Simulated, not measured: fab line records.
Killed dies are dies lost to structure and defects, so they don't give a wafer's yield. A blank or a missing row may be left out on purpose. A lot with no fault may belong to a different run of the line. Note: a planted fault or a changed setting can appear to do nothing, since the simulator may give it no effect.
Comparing a struck lot with a sound one ; flow rit-cmos ; 44 steps out of a route of 202
Sound: these wafers, L149.1, L149.3, L149.4. The struck wafers were L151.1, L151.2, L151.5. Last of all comes the cause.
For every step that has rows: the tool of each side, followed by ch and its chambers, followed by its first start. Under that, the readings that differ: sound wafers ; struck wafers ; difference of the means ; sigmas: that difference in standard deviations of wafers without a fault.
alike: words and numbers the same on both sides, and readings whose means are apart by under 2 such deviations; not compared: readings that were withheld, readings missing a value for some wafer, numbers with overlapping values and no deviation given by the record, and bounds like >300 which may hide the same value.
The two part at a step that has a row with sigmas, a row that says differs or no value, or rows on one side only. Non-overlapping numbers with no deviation appear without sigmas and do not part them. Lack of a reading on every wafer of one side parts them only where that side has two or more wafers.

first, 2 steps without rows for these wafers: RIT_NLDD_HARDBAKE_07 (time 60 s); RIT_NLDD_IMPLANT_08.
RIT_NLDD_STRIP_09: strips in O2, time 180 s.
  sound on plasma-asher-04 ch 0,1, day 3 07:16; struck on plasma-asher-03 ch 0,1, day 3 10:41
  alike: drypump-motor-current-A, rf-refl-power-W
  not compared: rf-hours-counter-h
RIT_NLDD_TW_MEAS_10:
  struck on film-metro-04, day 3 10:52; sound on film-metro-03, day 3 07:27
  alike: NLDD_TW
then, 6 steps without rows for these wafers: RIT_PLDD_HMDS_00 (prime time 60 s); RIT_PLDD_COAT_01 (resist thk 1000 nm); RIT_PLDD_SOFTBAKE_02 (time 60 s); RIT_PLDD_EXPOSE_03 (exposes mask M8, target cd 40900 nm); RIT_PLDD_PEB_04; RIT_PLDD_DEVELOP_05 (develop time 50 s).
RIT_PLDD_OVL_MEAS_06:
  struck on overlay-01, day 3 11:49; sound on overlay-01, day 3 08:22
reading;sound;struck;difference;sigmas
PLDD_OVL (nm);-5.2 -4.0 -2.7;-0.8 0.2 -0.4;+3.6;+2
then, 1 step without rows for these wafers: RIT_PLDD_HARDBAKE_07 (time 60 s).
RIT_PLDD_IMPLANT_08:
  sound on implanter-03 ch 0, day 3 08:32; struck on implanter-04 ch 0, day 3 12:00
reading;sound;struck;difference;sigmas
implant-ion-amu;49 49 49;11 11 11;-38;
model.implant.rp-nm (nm);17.52 17.52 17.52;66.62 66.62 66.62;+49.10;
model.implant.drp-nm (nm);9.752 9.752 9.752;28.34 28.34 28.34;+18.59;
  alike: beam-energy-keV, faraday-current-uA, tilt-deg
RIT_PLDD_STRIP_09: strips in O2, time 180 s.
  sound on plasma-asher-04 ch 0,1, day 3 08:41; struck on plasma-asher-04 ch 0,1, day 3 12:09
  alike: drypump-motor-current-A, rf-refl-power-W
  not compared: rf-hours-counter-h
RIT_PLDD_TW_MEAS_10:
  struck on film-metro-02, day 3 12:19; sound on film-metro-03, day 3 08:52
reading;sound;struck;difference;sigmas
PLDD_TW;2378 2365 2372;1597 1596 1607;-772;-70
then, 4 steps without rows for these wafers: RIT_SPACER_CLEAN_00 (cleans in SC1, time 600 s); RIT_SPACER_CLEAN_01 (cleans in dHF, time 30 s); RIT_SPACER_CLEAN_02 (cleans in SC2, time 600 s); RIT_SPACER_CVD_03 (deposits Si3N4 from SiH2Cl2/NH3, target thk 250 nm, time 3300 s).
RIT_SPACER_THK_MEAS_04:
  struck on film-metro-01, day 3 14:42; sound on film-metro-03, day 3 11:14
  alike: SPACER_NITRIDE_THK
RIT_SPACER_ETCHBACK_05: etches Si3N4 in SF6/CHF3, stops on SiO2, target depth 250 nm, time 240 s.
  sound on rie-diel-03 ch 1,2,3, day 3 11:17; struck on rie-diel-03 ch 2,3, day 3 14:46
  alike: drypump-motor-current-A, oes-product-au, throttle-valve-pct
  not compared: rf-hours-counter-h
then, 6 steps without rows for these wafers: RIT_NSD_HMDS_00 (prime time 60 s); RIT_NSD_COAT_01 (resist thk 1000 nm); RIT_NSD_SOFTBAKE_02 (time 60 s); RIT_NSD_EXPOSE_03 (exposes mask M9, target cd 40700 nm); RIT_NSD_PEB_04; RIT_NSD_DEVELOP_05 (develop time 50 s).
RIT_NSD_OVL_MEAS_06:
  struck on overlay-02, day 3 15:56; sound on overlay-02, day 3 12:25
  alike: NSD_OVL
then, 2 steps without rows for these wafers: RIT_NSD_HARDBAKE_07 (time 60 s); RIT_NSD_IMPLANT_08.
RIT_NSD_STRIP_09: strips in O2, time 180 s.
  sound on plasma-asher-04 ch 0,1, day 3 12:45; struck on plasma-asher-03 ch 0,1, day 3 16:16
  alike: drypump-motor-current-A, rf-refl-power-W
  not compared: rf-hours-counter-h
RIT_NSD_TW_MEAS_10:
  struck on film-metro-02, day 3 16:26; sound on film-metro-03, day 3 12:56
  alike: NSD_TW
then, 6 steps without rows for these wafers: RIT_PSD_HMDS_00 (prime time 60 s); RIT_PSD_COAT_01 (resist thk 1000 nm); RIT_PSD_SOFTBAKE_02 (time 60 s); RIT_PSD_EXPOSE_03 (exposes mask M10, target cd 40900 nm); RIT_PSD_PEB_04; RIT_PSD_DEVELOP_05 (develop time 50 s).
RIT_PSD_OVL_MEAS_06:
  struck on overlay-01, day 3 17:56; sound on overlay-01, day 3 13:58
  alike: PSD_OVL
then, 2 steps without rows for these wafers: RIT_PSD_HARDBAKE_07 (time 60 s); RIT_PSD_IMPLANT_08.
RIT_PSD_STRIP_09: strips in O2, time 180 s.
  sound on plasma-asher-02 ch 0,1, day 3 14:18; struck on plasma-asher-01 ch 0,1, day 3 18:17
  alike: drypump-motor-current-A, rf-refl-power-W
  not compared: rf-hours-counter-h
RIT_SDANNEAL_RS_MEAS_06: the measuring method here is four-point-probe.
  struck on film-metro-04, day 3 19:15; sound on film-metro-04, day 3 15:12
reading;sound;struck;difference;sigmas
PLDD_RS (ohm/sq);177.4 177.9 178.0;129.3 129.7 129.5;-48.3;-86
RIT_M1_PROBE_99:
  struck on prober-01, day 4 03:47; sound on prober-01, day 3 22:51
  alike: killed-at-contacts, killed-at-front-end, killed-dies, killed-open, killed-short

## WHERE THEY PART
Earliest at RIT_PLDD_OVL_MEAS_06; latest, in this record, at RIT_SDANNEAL_RS_MEAS_06. Later steps at which nothing parts them and some readings are alike: RIT_M1_PROBE_99.

WHY: what had been put in by the simulator
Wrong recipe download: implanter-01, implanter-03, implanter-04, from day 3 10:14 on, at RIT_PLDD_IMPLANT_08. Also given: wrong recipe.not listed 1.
